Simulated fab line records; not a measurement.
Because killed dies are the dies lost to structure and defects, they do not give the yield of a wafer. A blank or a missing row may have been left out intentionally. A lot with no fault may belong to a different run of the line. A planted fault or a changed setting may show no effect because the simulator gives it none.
Check of tool commonality ; flow rit_cmos ; Lots sampled 13, wafers sampled 39

## REASON FOR OPENING
RIT_GATE_THK_MEAS_09, reading GATE_POLY_THK: flagged on 1 of 13 lots. Fault-free wafers read 249.6 nm, with a standard deviation of 2.1.
Rule: a lot is flagged when every wafer of it that has a number lies more than 4 standard deviations from that mean, or none has a number. The rest of the lots are taken to be sound.

lot;measured;on;GATE_POLY_THK (nm), wafer by wafer;flag
L557;day 2 16:56;film_metro-04;252.2 247.7 249.6;
L558;day 2 18:44;film_metro-04;250.3 248.1 249.3;
L559;day 2 23:37;film_metro-01;247.3 247.9 246.8;
L560;day 3 06:25;film_metro-03;248.4 248.3 246.5;
L561;day 3 08:03;film_metro-01;250.1 249.0 250.8;
L562;day 3 13:52;film_metro-03;251.7 252.5 251.8;
L563;day 3 19:20;film_metro-01;246.9 246.4 244.7;
L567;day 4 17:56;film_metro-01;249.1 251.3 251.2;
L573;day 5 21:35;film_metro-03;275.7 276.0 276.0;FLAGGED
L574;day 6 00:49;film_metro-03;250.8 251.9 249.1;
L575;day 6 05:48;film_metro-01;248.1 248.2 248.3;
L576;day 6 10:56;film_metro-03;245.7 248.2 248.7;
L580;day 7 07:13;film_metro-01;250.0 249.0 248.8;
The numbers of the flagged lots are 275.9 nm on average: +26.3 nm against the usual, or +13 standard deviations.

## WHICH TOOL RAN EACH LOT
Before the reading, the record contains 2 process steps out of a 202-step route. Cell contents, in order: the tool; ch with the chambers the sampled wafers went through; the start.
lot;flag;RIT_ACTIVE_STRIP_14;RIT_GATE_CVD_08
L557;;plasma_asher-03 ch 0,1, day 1 14:59;lpcvd-01 ch 0, day 2 15:19
L558;;plasma_asher-02 ch 1, day 1 19:58;lpcvd-02 ch 1, day 2 17:07
L559;;plasma_asher-03 ch 0,1, day 2 01:46;lpcvd-01 ch 1, day 2 21:59
L560;;plasma_asher-04 ch 0,1, day 2 07:41;lpcvd-01 ch 1, day 3 04:47
L561;;plasma_asher-03 ch 0,1, day 2 12:26;lpcvd-01 ch 0, day 3 06:25
L562;;plasma_asher-04 ch 0,1, day 2 16:40;lpcvd-02 ch 1, day 3 12:15
L563;;plasma_asher-04 ch 0,1, day 2 21:27;lpcvd-02 ch 0, day 3 17:43
L567;;plasma_asher-04 ch 0,1, day 3 16:53;lpcvd-01 ch 0, day 4 16:19
L573;FLAGGED;plasma_asher-04 ch 0,1, day 4 22:54;lpcvd-02 ch 0, day 5 19:56
L574;;plasma_asher-04 ch 0,1, day 5 03:50;lpcvd-02 ch 1, day 5 23:12
L575;;plasma_asher-03 ch 0,1, day 5 08:58;lpcvd-01 ch 1, day 6 04:11
L576;;plasma_asher-03 ch 0,1, day 5 13:55;lpcvd-02 ch 1, day 6 09:19
L580;;plasma_asher-04 ch 0,1, day 6 09:50;lpcvd-01 ch 1, day 7 05:35
What is done by these steps:
- RIT_ACTIVE_STRIP_14: strips in O2, time 180 s.
- RIT_GATE_CVD_08: deposits poly-Si from SiH4, target thk 250 nm, time 2220 s.
- RIT_GATE_THK_MEAS_09

## FLAGGED OVER TOTAL, TOOL BY TOOL (the gauges that took the reading come last)
step;tool;lots run;flagged;share of the flagged lots;sound lots run after its first flagged lot
RIT_ACTIVE_STRIP_14;plasma_asher-02;1;0;none;-
RIT_ACTIVE_STRIP_14;plasma_asher-03;5;0;none;-
RIT_ACTIVE_STRIP_14;plasma_asher-04;7;1;all;2 (L574,L580)
RIT_GATE_CVD_08;lpcvd-01;7;0;none;-
RIT_GATE_CVD_08;lpcvd-02;6;1;all;2 (L574,L576)
RIT_GATE_THK_MEAS_09;film_metro-01;6;0;none;-
RIT_GATE_THK_MEAS_09;film_metro-03;5;1;all;2 (L574,L576)
RIT_GATE_THK_MEAS_09;film_metro-04;2;0;none;-

## THE TABLE: WHAT IT ALLOWS
3 rows of the table ran every flagged lot: plasma_asher-04 at RIT_ACTIVE_STRIP_14, lpcvd-02 at RIT_GATE_CVD_08, film_metro-03 at RIT_GATE_THK_MEAS_09.
- plasma_asher-04 at RIT_ACTIVE_STRIP_14: 1 of its 7 lots flagged. After the first flagged lot (L574, L580), sound lots still ran on it; a lasting fault on the whole tool would not permit that.
- lpcvd-02 at RIT_GATE_CVD_08: 1 of its 6 lots flagged. After the first flagged lot (L574, L576), sound lots still ran on it; a lasting fault on the whole tool would not permit that.
- film_metro-03 at RIT_GATE_THK_MEAS_09: 1 of its 5 lots flagged. After the first flagged lot (L574, L576), sound lots still ran on it; a lasting fault on the whole tool would not permit that.
There is no row in the table that ran each flagged lot and no sound lot after the first.

## WHAT HAD BEEN PUT IN BY THE SIMULATOR
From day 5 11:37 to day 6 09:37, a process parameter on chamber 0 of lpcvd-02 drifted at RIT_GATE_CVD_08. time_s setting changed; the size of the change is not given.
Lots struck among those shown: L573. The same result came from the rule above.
